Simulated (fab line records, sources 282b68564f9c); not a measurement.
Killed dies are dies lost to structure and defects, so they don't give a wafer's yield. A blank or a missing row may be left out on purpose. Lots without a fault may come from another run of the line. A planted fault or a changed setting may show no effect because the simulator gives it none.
Problem report in the 8D (eight disciplines) form, filled by code | flow rit_cmos | the parts of the form that need people (team, actions taken, sign-off) are left out

1. THE PROBLEM
CONTACT_OVL at RIT_CONTACT_OVL_MEAS_09 reads a mean of -151.0 nm on 9 wafers of 3 lots; wafers without a fault read -0.5 nm with a standard deviation of 1.5. That is -99 or more standard deviations from the usual mean.
First seen on wafer L333.1, day 5 14:00, on overlay-01. The record holds 42 wafers of 14 lots with a number at this step. Rule for "out", or "out of limits": more than 4 standard deviations from the usual mean. The other wafers with a number count as sound.

2. WHAT IT IS AND WHAT IT IS NOT
question                    | is                     | is not
which readings at this step | CONTACT_OVL            | -
which lots                  | L333, L334, L335       | L322, L323, L324, L325, L327, L337, L340, L342, L343, L344, L345
which wafers of those lots  | all that have a number | -
read on which gauges        | overlay-01, overlay-02 | -
when                        | from day 5 14:00       | up to then (15 sound wafers); but 18 sound wafers of L337, L340, L342, L343, L344, L345 came after

3. SUSPECTS, AND WHAT RULES EACH OUT
Counting: a tool at a process step up to the reading stays a suspect if it ran every lot that is out and no sound lot after the first of them.
- the gauge at RIT_CONTACT_OVL_MEAS_09: ruled out. The wafers that are out were read on 2 gauges (overlay-01, overlay-02).
- iline_stepper-02 at RIT_CONTACT_EXPOSE_05 (exposes mask M11, target cd 1000 nm): kept. It ran every lot that is out, first L333 (day 5 13:22), and no sound lot after that; its last sound lot up to then is L322 (day 3 05:34).
Left after counting: iline_stepper-02 at RIT_CONTACT_EXPOSE_05.

4. THE CAUSE (what the simulator had put in)
Scanner matching overlay: iline_stepper-02, from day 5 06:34 on, at RIT_CONTACT_EXPOSE_05. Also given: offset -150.
Counting left only this tool.

5. THE CHAIN OF EFFECTS, in route order
Each row: a reading whose mean over the struck wafers that have a number lies more than 3 standard deviations from the usual. Only readings for which the record gives a usual standard deviation are gone through. hours: the time from each lot's start at the first step in this table that gives one to its start at this step, as a median over the lots. sigmas: the change in usual standard deviations.
hours | step                    | reading     | usual   | on struck wafers | change | sigmas
0     | RIT_CONTACT_OVL_MEAS_09 | CONTACT_OVL | -0.5 nm | -151.0           | -150.5 | -99 or more

6. WHAT WOULD HAVE CAUGHT IT SOONER
In this record the first reading out of limits at a measuring or inspecting step was taken at day 5 14:00, 7 hours after the fault began at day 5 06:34.
Of the lots that are out (3), L334, L335 began RIT_CONTACT_EXPOSE_05 on iline_stepper-02 after day 5 14:00. A hold on the tool at that time would have spared those 2.
